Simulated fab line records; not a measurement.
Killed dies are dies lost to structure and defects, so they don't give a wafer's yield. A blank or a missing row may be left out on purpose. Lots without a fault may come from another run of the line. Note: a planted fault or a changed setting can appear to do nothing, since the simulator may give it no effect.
Split-lot study ; flow berkeley cmos170 ; route with 331 steps; 5 lots, 23 wafers read

## ABOUT THE SPLIT
At UCB170_M3_SPUTTER_01 (material Al, target thk 900 nm, time 120 s), the setting power w was moved away from the recipe's 6000 W on 11 of the 23 wafers read, by +3.6% to +11.1%. This setting was run at the recipe's value on the other wafers.

## FROM SPLIT TO READING: 1 step shown by the file between the two
- UCB170_M3_RS_MEAS_02: measures by four-point-probe

## THE READING
M3_AL_THK, in nm, at UCB170_M3_THK_MEAS_03 (measures by xrf). A value of 919 nm with a standard deviation of 12 nm is what fault-free wafers of this fab line usually give.

wafer;tool, chamber at the split;power w as run, W;against the recipe;M3_AL_THK, nm;against lot-mates on the recipe
L075.2;pvd sputter-02, -;6667;+11.1%;1031;+103
L075.3;pvd sputter-02, -;6000;recipe;925;-
L075.4;pvd sputter-02, -;6667;+11.1%;1029;+101
L075.5;pvd sputter-02, -;6000;recipe;938;-
L075.6;pvd sputter-02, -;6000;recipe;921;-
L076.1;pvd sputter-04, -;6000;recipe;926;-
L076.2;pvd sputter-04, -;6328;+5.5%;957;+39
L076.4;pvd sputter-04, -;6328;+5.5%;960;+42
L076.5;pvd sputter-04, -;6000;recipe;910;-
L076.6;pvd sputter-04, -;6328;+5.5%;946;+28
L079.1;pvd sputter-02, -;6000;recipe;939;-
L079.4;pvd sputter-02, -;6000;recipe;930;-
L079.6;pvd sputter-02, -;6000;recipe;927;-
L081.1;pvd sputter-04, -;6395;+6.6%;984;+56
L081.2;pvd sputter-04, -;6000;recipe;935;-
L081.3;pvd sputter-04, -;6000;recipe;921;-
L081.4;pvd sputter-04, -;6395;+6.6%;990;+62
L081.5;pvd sputter-04, -;6395;+6.6%;996;+68
L084.1;pvd sputter-02, -;6213;+3.6%;946;+42
L084.2;pvd sputter-02, -;6213;+3.6%;942;+38
L084.3;pvd sputter-02, -;6000;recipe;913;-
L084.5;pvd sputter-02, -;6213;+3.6%;938;+34
L084.6;pvd sputter-02, -;6000;recipe;894;-

FIT RESULTS
A straight line over all 23 wafers: M3_AL_THK changes by +9.11 nm for each +1% of power w; r = +0.93; the points scatter about the line by 13 nm.
The same after taking each lot's own level away (the mean of its wafers on the recipe; 23 wafers): +8.92 nm for each +1%; r = +0.97; scatter 8.5 nm.
According to that fit, moving power w by its largest amount changes the reading by 99 nm.
From 903.5 to 932.0 nm: that is the span of the lots' own levels, equal to 2.4 times the standard deviation above.
The two slopes agree, so the slope changes little with the lot-to-lot level.
Check: for one of the wafers moved furthest among these (+11.1%), held out of the fit, the line's prediction against its lot-mates is +97.7 nm. It came out at +103 nm against them.

## THESE WAFERS: OTHER SPLITS
Before the reading, these wafers also passed through other splits. Each is held against what the fit with the lots' levels taken away leaves over:
other split on the same wafers;wafers away from the commonest value;r with M3_AL_THK (lot level and that fit taken away)
UCB170_V2_COAT_07 resist thk nm;10;-0.17

## THE WHOLE CHAIN: every reading that the file lists as answering this split, in the file's order
step;what it does;reading;change (the file's fit);r (the file's)
UCB170_M3_SPUTTER_01;material Al, target thk 900 nm, time 120 s;Al_of_M3_SPUTTER_01.thk nm (the simulator's own value, which no gauge read);+8.87 nm for each +1% of the setting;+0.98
UCB170_M3_RS_MEAS_02;measures by four-point-probe;M3_AL_RS;-0.000293 for each +1% of the setting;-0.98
UCB170_M3_THK_MEAS_03;measures by xrf;M3_AL_THK;+8.99 for each +1% of the setting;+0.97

## THE FILE'S OWN FIT
M3_AL_THK changes by +8.99 nm for each +1% of power w, r = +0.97.
